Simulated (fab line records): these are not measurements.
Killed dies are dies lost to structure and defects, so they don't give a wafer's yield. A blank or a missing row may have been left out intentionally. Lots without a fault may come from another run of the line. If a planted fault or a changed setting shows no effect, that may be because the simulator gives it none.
Struck lot and sound lot, side by side + flow ritCmos + 43 out of 202 route steps
Sound: wafers L256.1, L256.2, L256.5. Wafers L262.1, L262.3, L262.4 were the ones struck. Last of all comes the cause.
At each step with rows: each side's tool, then ch and its chambers, then its first start. Under that, the readings that differ: sound wafers + struck wafers + difference of the means + sigmas: that difference in standard deviations of wafers without a fault.
alike: readings with means less than 2 such deviations apart, plus words and numbers identical on both sides. not compared: withheld readings, readings lacking a value on some wafer, bounds such as >300 that could conceal the same value, and numbers that have no deviation in the record and whose values overlap.
The two part at a step that has a row with sigmas, a row that says differs or no value, or rows on one side only. Numbers that have no deviation but don't overlap get no sigmas and don't part them. Lack of a reading on every wafer of one side parts them only where that side has two or more wafers.

first, 6 steps without rows for these wafers: RIT_GATE_HMDS_10 (prime time 60 s); RIT_GATE_COAT_11 (resist thk 850 nm); RIT_GATE_SOFTBAKE_12 (time 60 s); RIT_GATE_EXPOSE_13 (exposes mask M6, target cd 150 nm); RIT_GATE_PEB_14; RIT_GATE_DEVELOP_15 (develop time 50 s).
RIT_GATE_CD_MEAS_16: the cd target is 150 nm.
  sound: cdSem-01 at day 4 03:11; struck: cdSem-01 at day 5 04:01
  alike: cdNm
RIT_GATE_OVL_MEAS_17:
  sound: overlay-01 at day 4 03:18; struck: overlay-02 at day 5 04:08
| reading       | sound          | struck      | difference | sigmas |
|---------------|----------------|-------------|------------|--------|
| GATE_OVL (nm) | -2.7 -2.5 -0.8 | 1.6 0.7 0.5 | +2.9       | +2     |
then, 1 step without rows for these wafers: RIT_GATE_HARDBAKE_18 (time 60 s).
RIT_GATE_ETCH_19: etches poly-Si in SF6/CHF3/O2, stops on SiO2, time 165 s, target depth 312.5 nm.
  sound on rieSi-02 ch 0,2, day 4 03:29; struck on rieSi-02 ch 0,1,2, day 5 04:38
  alike: drypumpMotorCurrentA, oesProductAu, throttleValvePct
  not compared: rfHoursCounterH
RIT_GATE_STRIP_20: strips in O2, time 180 s.
  sound on plasmaAsher-01 ch 0,1, day 4 03:35; struck on plasmaAsher-01 ch 0,1, day 5 04:44
  alike: drypumpMotorCurrentA, o2FlowSccm
  not compared: rfHoursCounterH
RIT_GATE_CD_MEAS_90: the cd target is 150 nm.
  sound: cdSem-02 at day 4 03:46; struck: cdSem-02 at day 5 04:55
  alike: cdNm
RIT_REOX_CLEAN_00: cleans in SC1, time 600 s.
  sound on wetBench-03 ch 0, day 4 03:53; struck on wetBench-03 ch 2, day 5 05:02
then, 3 steps without rows for these wafers: RIT_REOX_CLEAN_01 (cleans in dHF, time 30 s); RIT_REOX_CLEAN_02 (cleans in SC2, time 600 s); RIT_REOX_OXIDATION_03 (target thk 25.2 nm, ox time 5580 s).
RIT_REOX_THK_MEAS_04:
  sound: filmMetro-03 at day 4 09:24; struck: filmMetro-01 at day 5 09:39
  alike: REOX_OXIDE_THK
then, 6 steps without rows for these wafers: RIT_NLDD_HMDS_00 (prime time 60 s); RIT_NLDD_COAT_01 (resist thk 1000 nm); RIT_NLDD_SOFTBAKE_02 (time 60 s); RIT_NLDD_EXPOSE_03 (exposes mask M7, target cd 40700 nm); RIT_NLDD_PEB_04; RIT_NLDD_DEVELOP_05 (develop time 50 s).
RIT_NLDD_OVL_MEAS_06:
  sound: overlay-02 at day 4 10:28; struck: overlay-02 at day 5 10:37
  alike: NLDD_OVL
then, 2 steps without rows for these wafers: RIT_NLDD_HARDBAKE_07 (time 60 s); RIT_NLDD_IMPLANT_08.
RIT_NLDD_STRIP_09: strips in O2, time 180 s.
  sound on plasmaAsher-04 ch 0,1, day 4 10:48; struck on plasmaAsher-03 ch 0,1, day 5 10:56
| reading           | sound          | struck         | difference | sigmas |
|-------------------|----------------|----------------|------------|--------|
| o2FlowSccm (sccm) | 4005 3992 3977 | 4013 4011 4015 | +22        | +2     |
  alike: drypumpMotorCurrentA
  not compared: rfHoursCounterH
RIT_NLDD_TW_MEAS_10:
  sound: filmMetro-01 at day 4 10:59; struck: filmMetro-01 at day 5 11:07
  alike: NLDD_TW
then, 6 steps without rows for these wafers: RIT_PLDD_HMDS_00 (prime time 60 s); RIT_PLDD_COAT_01 (resist thk 1000 nm); RIT_PLDD_SOFTBAKE_02 (time 60 s); RIT_PLDD_EXPOSE_03 (exposes mask M8, target cd 40900 nm); RIT_PLDD_PEB_04; RIT_PLDD_DEVELOP_05 (develop time 50 s).
RIT_PLDD_OVL_MEAS_06:
  sound: overlay-02 at day 4 11:53; struck: overlay-02 at day 5 12:02
  alike: PLDD_OVL
then, 2 steps without rows for these wafers: RIT_PLDD_HARDBAKE_07 (time 60 s); RIT_PLDD_IMPLANT_08.
RIT_PLDD_STRIP_09: strips in O2, time 180 s.
  sound on plasmaAsher-04 ch 0,1, day 4 12:14; struck on plasmaAsher-04 ch 0,1, day 5 12:22
  alike: drypumpMotorCurrentA, o2FlowSccm
  not compared: rfHoursCounterH
RIT_PLDD_TW_MEAS_10:
  sound: filmMetro-03 at day 4 12:24; struck: filmMetro-03 at day 5 12:32
  alike: PLDD_TW
then, 3 steps without rows for these wafers: RIT_SPACER_CLEAN_00 (cleans in SC1, time 600 s); RIT_SPACER_CLEAN_01 (cleans in dHF, time 30 s); RIT_SPACER_CLEAN_02 (cleans in SC2, time 600 s).
RIT_M1_PROBE_99:
  sound: prober-02 at day 5 02:39; struck: prober-02 at day 6 02:41
| reading          | sound | struck   | difference | sigmas |
|------------------|-------|----------|------------|--------|
| killedAtFrontEnd | 5 8 2 | 45 47 46 | +41        | +14    |
| killedDies       | 5 8 2 | 45 47 46 | +41        | +14    |
  alike: killedOpen, killedShort

WHERE THEY PART
First at RIT_GATE_OVL_MEAS_17; last, within this record, at RIT_M1_PROBE_99.

WHY: whatever the simulator had introduced
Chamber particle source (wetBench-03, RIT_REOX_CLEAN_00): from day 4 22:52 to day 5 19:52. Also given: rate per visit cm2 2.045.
